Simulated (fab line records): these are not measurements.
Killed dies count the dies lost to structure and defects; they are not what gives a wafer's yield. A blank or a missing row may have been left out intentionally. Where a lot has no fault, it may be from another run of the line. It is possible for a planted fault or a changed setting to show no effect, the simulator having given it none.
Check of tool commonality	flow berkeleyCmos170	13 lots and 39 wafers in the sample

THE REASON FOR OPENING IT
At UCB170_NVT_TW_MEAS_09 the reading NVT_TW is flagged on 1 of 13 lots. Fault-free wafers read 519, with a standard deviation of 4.2.
Rule: flag the lot when none of its wafers has a number, or when each of its wafers that has one lies beyond 4 standard deviations from that mean. The other lots count as sound.

lot	measured	on	NVT_TW, wafer by wafer	flag
L265	day 5 04:04	filmMetro-04	521 515 519	
L268	day 6 06:01	filmMetro-03	520 518 522	
L269	day 6 13:50	filmMetro-03	519 518 519	
L272	day 7 04:19	filmMetro-04	519 519 521	
L273	day 7 15:07	filmMetro-04	520 519 520	
L274	day 8 01:33	filmMetro-01	514 512 512	
L275	day 8 01:49	filmMetro-03	30 30 30	FLAGGED
L278	day 8 13:04	filmMetro-04	523 524 526	
L279	day 8 13:22	filmMetro-01	511 514 513	
L285	day 9 20:14	filmMetro-01	516 511 513	
L286	day 10 05:25	filmMetro-01	513 518 515	
L287	day 10 05:42	filmMetro-03	520 520 519	
L288	day 10 05:58	filmMetro-01	513 515 517	
On average the flagged lots read 30, which is -489 against the usual, or -99 or more standard deviations.

WHICH TOOL RAN EACH LOT
The record holds 1 process step before the reading, out of a route of 331 steps. Cell contents, in order: the tool; ch with the chambers the sampled wafers went through; the start.
lot	flag	UCB170_NVT_EXPOSE_03
L265		krfScanner-01 ch 0, day 5 03:05
L268		krfScanner-01 ch 0, day 6 04:59
L269		krfScanner-01 ch 0, day 6 12:26
L272		krfScanner-02 ch 0, day 7 03:34
L273		krfScanner-02 ch 0, day 7 14:26
L274		krfScanner-01 ch 0, day 8 00:40
L275	FLAGGED	krfScanner-02 ch 0, day 8 01:08
L278		krfScanner-01 ch 0, day 8 12:25
L279		krfScanner-02 ch 0, day 8 12:40
L285		krfScanner-01 ch 0, day 9 19:25
L286		krfScanner-01 ch 0, day 10 04:32
L287		krfScanner-02 ch 0, day 10 04:48
L288		krfScanner-01 ch 0, day 10 05:02
What these steps do:
- UCB170_NVT_EXPOSE_03: exposes mask PWELL, target cd 3000 nm.
- UCB170_NVT_TW_MEAS_09

FLAGGED OVER TOTAL, TOOL BY TOOL (the gauges that took the reading come last)
step	tool	lots run	flagged	share of the flagged lots	sound lots run after its first flagged lot
UCB170_NVT_EXPOSE_03	krfScanner-01	8	0	none	-
UCB170_NVT_EXPOSE_03	krfScanner-02	5	1	all	2 (L279,L287)
UCB170_NVT_TW_MEAS_09	filmMetro-01	5	0	none	-
UCB170_NVT_TW_MEAS_09	filmMetro-03	4	1	all	1 (L287)
UCB170_NVT_TW_MEAS_09	filmMetro-04	4	0	none	-

WHAT THE TABLE PERMITS
Rows of the table that ran all the flagged lots, 2 in number: krfScanner-02 at UCB170_NVT_EXPOSE_03; filmMetro-03 at UCB170_NVT_TW_MEAS_09.
- krfScanner-02 at UCB170_NVT_EXPOSE_03: 1 of its 5 lots flagged. Sound lots ran on it after the first flagged one (L279, L287), which a lasting fault on the whole tool wouldn't allow.
- filmMetro-03 at UCB170_NVT_TW_MEAS_09: 1 of its 4 lots flagged. Sound lots ran on it after the first flagged one (L287), which a lasting fault on the whole tool wouldn't allow.
No row of the table ran every flagged lot and no sound lot after the first.

WHAT THE SIMULATOR HAD PUT IN
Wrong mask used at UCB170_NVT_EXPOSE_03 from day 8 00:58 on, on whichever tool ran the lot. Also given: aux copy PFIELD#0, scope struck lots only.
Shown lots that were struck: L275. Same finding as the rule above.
